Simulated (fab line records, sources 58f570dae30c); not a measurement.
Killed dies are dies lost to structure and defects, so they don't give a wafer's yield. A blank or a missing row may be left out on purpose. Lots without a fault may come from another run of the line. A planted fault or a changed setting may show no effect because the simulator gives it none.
Which tool did it? | flow berkeley_cmos170 | 14 lots, 42 wafers sampled, at 4 steps of a route of 331

WHAT THE GAUGES READ, wafer by wafer
UCB170_SACOX_THK_MEAS_02. Usual: SACOX_OXIDE_THK 14.4 nm, standard deviation 0.32.
lot  | measured    | on            | SACOX_OXIDE_THK (nm) | flag
L337 | day 5 12:22 | film_metro-01 | 14.1 14.0 14.0       |
L338 | day 5 18:43 | film_metro-04 | 13.9 14.2 14.0       |
L340 | day 5 18:43 | film_metro-01 | 14.1 14.3 14.0       |
L341 | day 6 08:41 | film_metro-01 | 14.6 14.1 14.2       |
L343 | day 6 13:19 | film_metro-04 | 14.1 14.0 14.1       |
L345 | day 7 00:43 | film_metro-04 | 14.6 14.5 14.8       |
L346 | day 7 00:43 | film_metro-02 | 15.0 14.9 15.1       |
L344 | day 7 00:44 | film_metro-01 | 14.6 14.5 14.7       |
L350 | day 8 03:31 | film_metro-02 | 14.4 14.3 14.1       |
L351 | day 8 03:31 | film_metro-04 | 14.7 14.7 14.6       |
L348 | day 8 03:35 | film_metro-02 | 14.4 14.3 14.1       |
L347 | day 8 03:36 | film_metro-01 | 14.2 14.0 14.1       |
L357 | day 9 06:55 | film_metro-04 | 13.9 14.3 14.2       |
L358 | day 9 13:29 | film_metro-02 | 14.6 14.3 14.4       |

UCB170_GATE_THK_MEAS_02. Usual: GATE_OXIDE_THK 6.56 nm, standard deviation 0.14.
lot  | measured     | on            | GATE_OXIDE_THK (nm) | flag
L337 | day 6 06:22  | film_metro-01 | 6.60 6.60 6.51      |
L338 | day 6 06:23  | film_metro-02 | 6.55 6.49 6.54      |
L340 | day 6 06:23  | film_metro-04 | 6.62 6.60 6.64      |
L341 | day 7 02:14  | film_metro-04 | 6.80 6.73 6.69      |
L343 | day 7 08:11  | film_metro-02 | 6.53 6.66 6.69      |
L345 | day 7 20:14  | film_metro-02 | 6.67 6.61 6.64      |
L346 | day 7 20:11  | film_metro-02 | 6.55 6.53 6.35      |
L344 | day 7 20:10  | film_metro-01 | 6.53 6.67 6.62      |
L350 | day 8 18:19  | film_metro-01 | 6.56 6.61 6.44      |
L351 | day 8 18:17  | film_metro-02 | 6.34 6.56 6.63      |
L348 | day 8 18:14  | film_metro-02 | 6.66 6.57 6.66      |
L347 | day 8 18:13  | film_metro-01 | 6.49 6.49 6.50      |
L357 | day 9 23:11  | film_metro-04 | 6.54 6.56 6.55      |
L358 | day 10 09:23 | film_metro-02 | 6.50 6.50 6.56      |

UCB170_PLDD_OVL_MEAS_07. Usual: PLDD_OVL -1 nm, standard deviation 4.4.
lot  | measured     | on         | PLDD_OVL (nm) | flag
L337 | day 6 15:08  | overlay-02 | 0 -4 -1       |
L338 | day 6 15:26  | overlay-01 | -7 -5 -3      |
L340 | day 6 14:54  | overlay-02 | -2 -3 -3      |
L341 | day 7 13:12  | overlay-02 | 1 0 -4        |
L343 | day 7 18:47  | overlay-02 | 4 2 7         |
L345 | day 8 06:11  | overlay-01 | -2 -6 -11     |
L346 | day 8 05:56  | overlay-02 | 8 -3 -4       |
L344 | day 8 06:20  | overlay-02 | -1 3 3        |
L350 | day 9 05:06  | overlay-01 | -5 0 -6       |
L351 | day 9 04:26  | overlay-01 | 2 -5 -4       |
L348 | day 9 03:53  | overlay-02 | -5 -10 3      |
L347 | day 9 04:38  | overlay-01 | 2 -7 -2       |
L357 | day 10 09:28 | overlay-02 | -2 -1 2       |
L358 | day 10 21:22 | overlay-01 | 0 -8 0        |

WHICH TOOL RAN EACH LOT (tool, then ch and the chambers of the sampled wafers, then the start)
lot  | UCB170_GATE_ETCH_14
L337 | rie_diel-02 ch 0,1, day 6 13:11
L338 | rie_diel-01 ch 0,1,3, day 6 13:31
L340 | rie_diel-01 ch 0,1, day 6 12:55
L341 | rie_diel-01 ch 0,1,2, day 7 11:05
L343 | rie_diel-04 ch 2,3, day 7 17:04
L345 | rie_diel-01 ch 0,2,3, day 8 04:23
L346 | rie_diel-04 ch 2,3, day 8 04:11
L344 | rie_diel-02 ch 1,2,3, day 8 04:34
L350 | rie_diel-02 ch 1,2, day 9 02:17
L351 | rie_diel-01 ch 0,2,3, day 9 01:44
L348 | rie_diel-02 ch 1,2, day 9 01:37
L347 | rie_diel-02 ch 1,2, day 9 01:54
L357 | rie_diel-01 ch 1,2, day 10 07:49
L358 | rie_diel-01 ch 0,1,3, day 10 17:29
- UCB170_GATE_ETCH_14: etches BARC in N2/H2.

WHAT THE TOOLS THEMSELVES READ (means of the sampled wafers that have a number; where no wafer has one, the mark that the record gives instead)
UCB170_GATE_ETCH_14. Usual: bias_w 100.0 W, standard deviation 0.32; drypump_motor_current_A 5.6 A, standard deviation 0.48; oes_product_au 0.991 a.u., standard deviation 0.024; throttle_valve_pct 13.30 %, standard deviation 0.12.
lot  | tool        | bias_w (W) | drypump_motor_current_A (A) | oes_product_au (a.u.) | throttle_valve_pct (%) | flag
L337 | rie_diel-02 | 100.1      | 5.7                         | 1.023                 | 13.27                  |
L338 | rie_diel-01 | 100.0      | 5.5                         | 0.972                 | 13.29                  |
L340 | rie_diel-01 | 99.9       | 5.2                         | 0.985                 | 13.38                  |
L341 | rie_diel-01 | 99.8       | 5.4                         | 0.988                 | 13.40                  |
L343 | rie_diel-04 | 99.9       | 5.3                         | 1.015                 | 13.15                  |
L345 | rie_diel-01 | 100.1      | 5.3                         | 0.983                 | 13.31                  |
L346 | rie_diel-04 | 99.9       | 5.3                         | 1.017                 | 13.15                  |
L344 | rie_diel-02 | 100.0      | 5.9                         | 1.004                 | 13.36                  |
L350 | rie_diel-02 | 94.6       | 5.9                         | 0.991                 | 13.30                  | OFF
L351 | rie_diel-01 | 100.0      | 5.2                         | 0.983                 | 13.32                  |
L348 | rie_diel-02 | 100.3      | 6.1                         | 0.990                 | 13.32                  |
L347 | rie_diel-02 | 94.5       | 5.9                         | 0.984                 | 13.30                  | OFF
L357 | rie_diel-01 | 99.9       | 5.7                         | 0.992                 | 13.40                  |
L358 | rie_diel-01 | 100.1      | 5.4                         | 0.969                 | 13.29                  |

THE ANSWER, worked out from the rows above alone
Rule: a lot is off if the mean of its wafers that have a number lies more than 3 standard deviations from the usual mean. A lot without any number at a reading at which 4 lots or more have one is off too. The other lots that the step has rows for count as sound. The gauges are gone through in route order, then the tools' own readings, and for those a lot's mean is taken as printed above. The first step at which some lot is off is used, and at that step the reading that is off furthest; a lot without a number counts as furthest.
Off: L350, L347, at UCB170_GATE_ETCH_14 (bias_w).
A tool fits if, at that step or a process step before it, it ran every lot that is off, and no sound lot after the first of them. One fits: rie_diel-02 at UCB170_GATE_ETCH_14. Its last sound lot is L348 (day 9 01:37), its first lot that is off L347 (day 9 01:54): a fault that began between those two fits.
The tool's own readings at UCB170_GATE_ETCH_14 bear it out: on the lots that are off they differ by more than 5 times the standard deviation of the sound lots' means. bias_w reads 94.5 W there against 100.0 W on the sound lots.

WHAT THE SIMULATOR HAD PUT IN
Process parameter drift: rie_diel-02, from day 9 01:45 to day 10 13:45, at UCB170_GATE_ETCH_14. Setting bias_w, moved by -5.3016, from 100. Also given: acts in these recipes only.
Lots struck among those shown: L350, L347. The rule above found the same.
